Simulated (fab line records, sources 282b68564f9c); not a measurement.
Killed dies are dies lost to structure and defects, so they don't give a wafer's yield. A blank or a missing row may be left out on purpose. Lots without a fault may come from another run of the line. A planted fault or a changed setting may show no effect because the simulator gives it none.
Which tool did it? | flow rit_cmos | 13 lots, 39 wafers sampled, at 2 steps of a route of 202

WHAT THE GAUGES READ, wafer by wafer
RIT_M1_CD_MEAS_09: target cd 2600 nm. Usual: cd_nm 2599.6 nm, standard deviation 2.1.
lot  | measured    | on        | cd_nm (nm)           | flag
L972 | day 3 12:05 | cd_sem-02 | 2600.8 2598.1 2598.6 |
L973 | day 3 13:54 | cd_sem-01 | 2600.3 2601.1 2601.0 |
L974 | day 3 22:11 | cd_sem-01 | 2599.3 2599.2 2598.0 |
L975 | day 3 23:47 | cd_sem-01 | 2598.7 2598.2 2599.4 |
L976 | day 4 06:34 | cd_sem-01 | 2600.8 2604.3 2603.8 |
L977 | day 4 08:29 | cd_sem-01 | 2599.6 2600.6 2601.6 |
L978 | day 4 12:53 | cd_sem-01 | 2600.0 2597.0 2600.3 |
L979 | day 4 16:24 | cd_sem-01 | 2599.3 2599.2 2597.5 |
L980 | day 4 22:55 | cd_sem-02 | 2598.6 2598.2 2597.5 |
L981 | day 5 03:28 | cd_sem-01 | 2598.1 2596.2 2596.9 |
L982 | day 5 08:35 | cd_sem-02 | 2604.2 2603.0 2600.6 |
L983 | day 5 12:46 | cd_sem-01 | 2600.2 2600.4 2599.8 |
L986 | day 6 05:05 | cd_sem-01 | 2248.3 2248.3 2250.4 | OFF

WHICH TOOL RAN EACH LOT (tool, then ch and the chambers of the sampled wafers, then the start)
lot  | RIT_M1_EXPOSE_06
L972 | iline_stepper-02 ch 0, day 3 11:32
L973 | iline_stepper-01 ch 0, day 3 13:28
L974 | iline_stepper-02 ch 0, day 3 21:46
L975 | iline_stepper-01 ch 0, day 3 23:22
L976 | iline_stepper-01 ch 0, day 4 06:08
L977 | iline_stepper-02 ch 0, day 4 08:03
L978 | iline_stepper-02 ch 0, day 4 12:28
L979 | iline_stepper-02 ch 0, day 4 15:58
L980 | iline_stepper-01 ch 0, day 4 22:29
L981 | iline_stepper-02 ch 0, day 5 03:02
L982 | iline_stepper-01 ch 0, day 5 08:10
L983 | iline_stepper-01 ch 0, day 5 12:20
L986 | iline_stepper-01 ch 0, day 6 04:20
- RIT_M1_EXPOSE_06: exposes mask M12, target cd 2600 nm.

WHAT THE TOOLS THEMSELVES READ (means of the sampled wafers that have a number; where no wafer has one, the mark that the record gives instead)
RIT_M1_EXPOSE_06. Usual: reticle_temp_C 23.00 C, standard deviation 0.11.
lot  | tool             | reticle_temp_C (C) | flag
L972 | iline_stepper-02 | 23.08              |
L973 | iline_stepper-01 | 22.99              |
L974 | iline_stepper-02 | 23.04              |
L975 | iline_stepper-01 | 22.91              |
L976 | iline_stepper-01 | 22.80              |
L977 | iline_stepper-02 | 23.10              |
L978 | iline_stepper-02 | 23.00              |
L979 | iline_stepper-02 | 23.04              |
L980 | iline_stepper-01 | 23.05              |
L981 | iline_stepper-02 | 23.03              |
L982 | iline_stepper-01 | 23.05              |
L983 | iline_stepper-01 | 23.01              |
L986 | iline_stepper-01 | 22.90              |

THE ANSWER, worked out from the rows above alone
Rule: a lot is off if the mean of its wafers that have a number lies more than 3 standard deviations from the usual mean. A lot without any number at a reading at which 4 lots or more have one is off too. The other lots that the step has rows for count as sound. The gauges are gone through in route order, then the tools' own readings, and for those a lot's mean is taken as printed above. The first step at which some lot is off is used, and at that step the reading that is off furthest; a lot without a number counts as furthest.
Off: L986, at RIT_M1_CD_MEAS_09 (cd_nm).
A tool fits if, at a process step before that reading, it ran every lot that is off, and no sound lot after the first of them. The gauges at RIT_M1_CD_MEAS_09 are tried like those tools. Can't be told from this: 2 tools fit, iline_stepper-01 at RIT_M1_EXPOSE_06, cd_sem-01 at RIT_M1_CD_MEAS_09.

WHAT THE SIMULATOR HAD PUT IN
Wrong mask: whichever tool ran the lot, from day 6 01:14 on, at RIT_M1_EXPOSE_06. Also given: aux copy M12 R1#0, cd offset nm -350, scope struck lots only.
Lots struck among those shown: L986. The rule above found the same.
